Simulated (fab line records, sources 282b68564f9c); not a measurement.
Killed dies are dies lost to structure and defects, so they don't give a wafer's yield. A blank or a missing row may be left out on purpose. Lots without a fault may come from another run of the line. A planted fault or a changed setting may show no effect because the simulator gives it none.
Which tool did it? | flow rit_cmos | 15 lots, 45 wafers sampled, at 4 steps of a route of 202

WHAT THE GAUGES READ, wafer by wafer
RIT_PWELL_TW_MEAS_10.
lot  | measured    | on            | PWELL_TW
L306 | day 2 01:10 | film_metro-04 | 956 956 954
L307 | day 2 04:04 | film_metro-02 | 925 925 929
L308 | day 2 08:32 | film_metro-01 | 949 951 952
L309 | day 2 14:11 | film_metro-01 | 949 952 950
L310 | day 2 19:20 | film_metro-04 | 952 951 956
L311 | day 3 01:19 | film_metro-01 | 952 953 953
L312 | day 3 05:58 | film_metro-04 | 944 949 950
L313 | day 3 11:41 | film_metro-04 | 943 942 941
L314 | day 3 17:51 | film_metro-02 | 933 933 928
L315 | day 3 22:02 | film_metro-01 | 950 961 954
L320 | day 4 22:56 | film_metro-01 | 949 954 958
L321 | day 5 01:47 | film_metro-04 | 936 946 949
L322 | day 5 08:38 | film_metro-02 | 934 933 939
L328 | day 6 12:37 | film_metro-04 | 944 951 950
L329 | day 6 20:47 | film_metro-04 | 950 953 950

RIT_M1_RS_MEAS_01: measures by four-point-probe.
lot  | measured    | on            | M1_AL_RS (ohm/sq)
L306 | day 3 07:31 | film_metro-04 | 0.0738 0.0744 0.0741
L307 | day 3 09:55 | film_metro-02 | 0.0748 0.0746 0.0746
L308 | day 3 14:50 | film_metro-04 | 0.0727 0.0736 0.0729
L309 | day 3 21:34 | film_metro-04 | 0.0726 0.0723 0.0729
L310 | day 4 01:02 | film_metro-02 | 0.0729 0.0731 0.0734
L311 | day 4 06:51 | film_metro-02 | 0.0737 0.0736 0.0731
L312 | day 4 13:04 | film_metro-02 | 0.0733 0.0735 0.0734
L313 | day 4 19:53 | film_metro-04 | 0.0725 0.0727 0.0728
L314 | day 5 01:46 | film_metro-02 | 0.0736 0.0731 0.0732
L315 | day 5 05:37 | film_metro-03 | 0.0746 0.0743 0.0734
L320 | day 6 06:59 | film_metro-03 | 0.0725 0.0740 0.0737
L321 | day 6 08:45 | film_metro-03 | 0.0721 0.0721 0.0730
L322 | day 6 14:53 | film_metro-03 | 0.0737 0.0740 0.0737
L328 | day 7 22:09 | film_metro-03 | 0.0745 0.0742 0.0745
L329 | day 8 06:22 | film_metro-03 | 0.0743 0.0740 0.0744

WHICH TOOL RAN EACH LOT (tool, then ch and the chambers of the sampled wafers, then the start)
lot  | RIT_NWELL_EXPOSE_03                | RIT_CONTACT_CVD_00
L306 | iline_stepper-02 ch 0, day 1 22:35 | pecvd-04 ch 0,2, day 3 04:59
L307 | iline_stepper-01 ch 0, day 2 01:27 | pecvd-03 ch 0,1,2, day 3 07:07
L308 | iline_stepper-02 ch 0, day 2 05:57 | pecvd-02 ch 0,2, day 3 12:18
L309 | iline_stepper-02 ch 0, day 2 11:31 | pecvd-04 ch 0,1,2, day 3 18:54
L310 | iline_stepper-01 ch 0, day 2 16:37 | pecvd-03 ch 0,1, day 3 22:28
L311 | iline_stepper-01 ch 0, day 2 22:43 | pecvd-02 ch 0,1,2, day 4 04:19
L312 | iline_stepper-02 ch 0, day 3 03:15 | pecvd-04 ch 0,2, day 4 10:31
L313 | iline_stepper-01 ch 0, day 3 09:02 | pecvd-03 ch 0,1, day 4 17:11
L314 | iline_stepper-02 ch 0, day 3 15:17 | pecvd-02 ch 0,2, day 4 23:13
L315 | iline_stepper-02 ch 0, day 3 19:20 | pecvd-03 ch 0,1,2, day 5 02:55
L320 | iline_stepper-02, day 4 20:10      | pecvd-03 ch 0,1, day 6 04:26
L321 | iline_stepper-01, day 4 23:05      | pecvd-04 ch 0,2, day 6 06:02
L322 | iline_stepper-02, day 5 06:03      | pecvd-02 ch 0,1,2, day 6 12:13
L328 | iline_stepper-02 ch 0, day 6 09:53 | pecvd-02 ch 0,1,2, day 7 19:28
L329 | iline_stepper-01 ch 0, day 6 16:24 | pecvd-03 ch 0,1,2, day 8 03:49
- RIT_NWELL_EXPOSE_03: exposes mask M2, target cd 43900 nm.
- RIT_CONTACT_CVD_00: deposits SiO2 from TEOS, target thk 400 nm, time 61 s.

WHAT THE TOOLS THEMSELVES READ (means of the sampled wafers that have a number; where no wafer has one, the mark that the record gives instead)
RIT_NWELL_EXPOSE_03.
lot  | tool             | exposure_dose_mJ_cm2 | focus_offset_nm (nm)
L306 | iline_stepper-02 | 249.82               | -0.9
L307 | iline_stepper-01 | 249.91               | 0.1
L308 | iline_stepper-02 | 250.27               | -0.3
L309 | iline_stepper-02 | 249.97               | -0.3
L310 | iline_stepper-01 | 249.93               | 0.7
L311 | iline_stepper-01 | 249.94               | -0.4
L312 | iline_stepper-02 | 249.97               | 0.2
L313 | iline_stepper-01 | 250.17               | -1.1
L314 | iline_stepper-02 | 250.02               | 0.5
L315 | iline_stepper-02 | 250.05               | -0.0
L320 | iline_stepper-02 | -                    | -
L321 | iline_stepper-01 | -                    | -
L322 | iline_stepper-02 | -                    | -
L328 | iline_stepper-02 | 249.80               | -0.3
L329 | iline_stepper-01 | 250.06               | 0.1

RIT_CONTACT_CVD_00.
lot  | tool     | heater_power_w (W)
L306 | pecvd-04 | 244
L307 | pecvd-03 | 340
L308 | pecvd-02 | 276
L309 | pecvd-04 | 279
L310 | pecvd-03 | 354
L311 | pecvd-02 | 268
L312 | pecvd-04 | 288
L313 | pecvd-03 | 291
L314 | pecvd-02 | 291
L315 | pecvd-03 | 336
L320 | pecvd-03 | 301
L321 | pecvd-04 | 253
L322 | pecvd-02 | 239
L328 | pecvd-02 | 261
L329 | pecvd-03 | 348

THE ANSWER, worked out from the rows above alone
Rule: what is usual is taken from the lots themselves. Put in order of their means at a reading, lots are off if they are a third of the lots or fewer, leave a main group of 4 or more, and stand apart from it by a gap of 3 or more times the standard deviation of the main group's means; of several such gaps the widest counts. A main group whose means are all the same, to the digits that the tables above print for the reading, isn't used. A lot without any number at a reading at which 4 lots or more have one is off too. The other lots that the step has rows for count as sound. The gauges are gone through in route order, then the tools' own readings, and for those a lot's mean is taken as printed above. The first step at which some lot is off is used, and at that step the reading that is off furthest; a lot without a number counts as furthest.
Off: L320, L321, L322, at RIT_NWELL_EXPOSE_03 (exposure_dose_mJ_cm2). Without a number there: L320, L321, L322. The main group: mean 249.99, standard deviation 0.13.
A tool fits if, at that step or a process step before it, it ran every lot that is off, and no sound lot after the first of them. None of those tried fits.

WHAT THE SIMULATOR HAD PUT IN
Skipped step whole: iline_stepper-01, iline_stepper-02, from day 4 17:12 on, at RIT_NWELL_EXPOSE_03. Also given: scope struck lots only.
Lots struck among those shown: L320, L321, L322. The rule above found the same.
